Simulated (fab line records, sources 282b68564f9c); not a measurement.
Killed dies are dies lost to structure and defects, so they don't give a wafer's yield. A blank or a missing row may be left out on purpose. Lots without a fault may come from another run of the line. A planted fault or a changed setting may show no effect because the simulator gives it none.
A struck lot beside a sound one | flow rit_cmos | 14 steps out of a route of 202
Sound: wafers L998.1, L998.2, L998.5. Struck: wafers L107.1, L107.4, L107.6. The cause comes at the end.
At each step with rows: each side's tool, then ch and its chambers, then its first start. Under that, the readings that differ: sound wafers | struck wafers | difference of the means | sigmas: that difference in standard deviations of wafers without a fault.
alike: readings whose means differ by less than 2 such deviations, and words and numbers that are the same on both sides. not compared: withheld readings, readings that some wafer has no value for, bounds like >300 that may hide the same value, and numbers for which the record gives no deviation and whose values overlap.
The two part at a step that has a row with sigmas, a row that says differs or no value, or rows on one side only. Numbers that don't overlap but have no deviation are shown without sigmas and don't part them. A reading that every wafer of one side lacks parts them only if that side has two wafers or more.

RIT_ACTIVE_THK_MEAS_02:
  sound on film_metro-02, day 2 18:34; struck on film_metro-02, day 4 15:08
  reading               | sound          | struck         | difference | sigmas
  ACTIVE_OXIDE_THK (nm) | 48.6 47.8 48.6 | 44.3 44.7 45.6 | -3.5       | -2
then, 1 step without rows for these wafers: RIT_ACTIVE_CVD_03 (deposits Si3N4 from SiH2Cl2/NH3, target thk 150 nm, time 1500 s).
RIT_ACTIVE_THK_MEAS_04:
  sound on film_metro-01, day 2 20:45; struck on film_metro-01, day 4 16:36
  alike: ACTIVE_NITRIDE_THK
then, 6 steps without rows for these wafers: RIT_ACTIVE_HMDS_05 (prime time 61.54 s); RIT_ACTIVE_COAT_06 (resist thk 1000 nm); RIT_ACTIVE_SOFTBAKE_07 (time 60 s); RIT_ACTIVE_EXPOSE_08 (exposes mask M1, target cd 1400 nm); RIT_ACTIVE_PEB_09; RIT_ACTIVE_DEVELOP_10 (develop time 50 s).
RIT_ACTIVE_CD_MEAS_11: target cd 1400 nm.
  sound on cd_sem-02, day 2 21:40; struck on cd_sem-01, day 4 17:31
  alike: cd_nm
then, 1 step without rows for these wafers: RIT_ACTIVE_HARDBAKE_12 (time 60 s).
RIT_ACTIVE_ETCH_13: etches Si3N4 in SF6, stops on SiO2, time 210 s, target depth 210 nm.
  sound on rie_diel-02 ch 0,3, day 2 21:56; struck on rie_diel-02 ch 0,1,3, day 4 17:47
  alike: drypump_motor_current_A, oes_product_au, throttle_valve_pct
  not compared: rf_hours_counter_h
RIT_ACTIVE_STRIP_14: strips in O2, time 180 s.
  sound on plasma_asher-01 ch 0,1, day 2 22:04; struck on plasma_asher-04 ch 0,1, day 4 17:55
  no value came back on the struck wafers for chamber_pressure_mTorr (mTorr), drypump_motor_current_A (A), time_s (s); on the sound wafers chamber_pressure_mTorr (mTorr) reads 4000 3999 4003
  reading                                     | sound | struck          | difference | sigmas
  model.NOVOLAK_of_ACTIVE_COAT_06.thk_nm (nm) | 0 0 0 | 652.4 654 643.3 | +649.9     |
  not compared: rf_hours_counter_h
RIT_ACTIVE_CD_MEAS_90: target cd 1400 nm.
  sound on cd_sem-02, day 2 22:14; struck on cd_sem-01, day 4 18:05
  alike: cd_nm

WHERE THEY PART
First at RIT_ACTIVE_THK_MEAS_02; last, within this record, at RIT_ACTIVE_STRIP_14. Later steps at which nothing parts them and some readings are alike: RIT_ACTIVE_CD_MEAS_90.

WHY: what the simulator had put in
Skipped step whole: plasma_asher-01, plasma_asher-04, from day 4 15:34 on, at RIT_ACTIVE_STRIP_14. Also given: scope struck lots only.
